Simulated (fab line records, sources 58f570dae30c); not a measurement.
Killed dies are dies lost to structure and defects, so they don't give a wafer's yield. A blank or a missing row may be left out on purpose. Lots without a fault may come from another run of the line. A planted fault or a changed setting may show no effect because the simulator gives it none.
One fault seen from 2 desks | flow berkeley_cmos170 | each desk has only its own numbers; what lay behind them comes last

THE METROLOGY DESK
What the gauges read, lot by lot, whatever tool the lot ran on: means of the sampled wafers that have a number. A lot is out of limits, marked OUT, if its mean lies more than 4 standard deviations from the usual mean; the brackets give that distance.
Columns: A = cd_nm at UCB170_NLDD_CD_MEAS_06, usual 1200.2 nm; B = NSD_TW at UCB170_NSD_TW_MEAS_10, usual 4170; C = NSD_RS at UCB170_SDANNEAL_RS_MEAS_03, usual 37.26 ohm/sq
lot  | first seen here | A      | B               | C
L635 | day 7 18:18     | 1200.1 | 4225            | 37.16
L636 | day 7 18:34     | 1199.6 | 4150            | 37.25
L639 | day 8 06:04     | 1199.7 | 4161            | 37.29
L641 | day 8 06:31     | 1200.5 | 4150            | 37.22
L638 | day 8 07:10     | 1198.9 | 4222            | 37.27
L640 | day 8 07:31     | 1201.1 | 4161            | 37.22
L637 | day 8 07:41     | 1199.1 | 4183            | 37.30
L644 | day 8 22:41     | 1200.1 | 4188            | 37.14
L647 | day 9 19:17     | 1203.2 | 4023 (-5.1) OUT | 42.65 (+57) OUT
L645 | day 9 19:37     | 1201.2 | 4077            | 43.00 (+61) OUT
L649 | day 10 05:49    | 1199.9 | 4087            | 42.55 (+56) OUT
L653 | day 10 11:48    | 1199.9 | 4157            | 37.25
L652 | day 10 12:15    | 1198.6 | 4208            | 37.27
L656 | day 11 02:52    | 1201.9 | 4175            | 37.29
L658 | day 11 18:59    | 1200.6 | 4160            | 37.42
This desk's finding: out of limits on L645, L647, L649; first on L647, day 10 05:22 (NSD_TW at UCB170_NSD_TW_MEAS_10). In limits: L635, L636, L639, L641, L638, L640, L637, L644, L653, L652, L656, L658.

THE TOOL OWNER'S DESK: implanter-04
The tool's own readings at UCB170_NSD_IMPLANT_08: means of the sampled wafers that have a number, for each lot that ran on this tool. A lot is out of limits, marked OUT, if its mean lies more than 4 standard deviations from the usual mean; the brackets give that distance.
Columns: A = beam_energy_keV at UCB170_NSD_IMPLANT_08, usual 39.998; B = beam_on_s at UCB170_NSD_IMPLANT_08, usual 10.00 s; C = end_station_pressure_torr at UCB170_NSD_IMPLANT_08, usual 1.25e-05 Torr; D = faraday_current_uA at UCB170_NSD_IMPLANT_08, usual 9259
lot  | first seen here | A      | B              | C        | D
L635 | day 8 02:23     | 39.981 | 10.18          | 1.19e-05 | 9076
L639 | day 8 15:34     | 39.997 | 10.01          | 1.17e-05 | 9237
L640 | day 8 16:10     | 39.998 | 10.10          | 1.32e-05 | 9175
L644 | day 9 09:38     | 39.985 | 9.87           | 1.18e-05 | 9362
L647 | day 10 05:07    | 39.987 | 7.79 (-11) OUT | 1.29e-05 | 11854 (+14) OUT
L645 | day 10 05:44    | 39.989 | 7.65 (-12) OUT | 1.19e-05 | 12092 (+15) OUT
L649 | day 10 15:42    | 40.003 | 7.56 (-12) OUT | 1.31e-05 | 12252 (+16) OUT
This desk's finding: out of limits on L645, L647, L649; first on L647, day 10 05:07 (beam_on_s at UCB170_NSD_IMPLANT_08). In limits: L635, L639, L640, L644.

PUT TOGETHER
The tool owner's desk could have raised an alarm at day 10 05:07, on L645, L647, L649.
The metrology desk could have raised an alarm at day 10 05:22, on L645, L647, L649.
Of the lots named, all ran UCB170_NSD_IMPLANT_08 on implanter-04.

WHAT THE SIMULATOR HAD PUT IN
Process parameter drift: implanter-04, from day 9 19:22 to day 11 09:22, at UCB170_NSD_IMPLANT_08. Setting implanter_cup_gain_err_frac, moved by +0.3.
Lots struck among those shown: L645, L647, L649.
Hours from the fault's start to each desk's first reading out of limits: the tool owner's desk, 10; the metrology desk, 10.
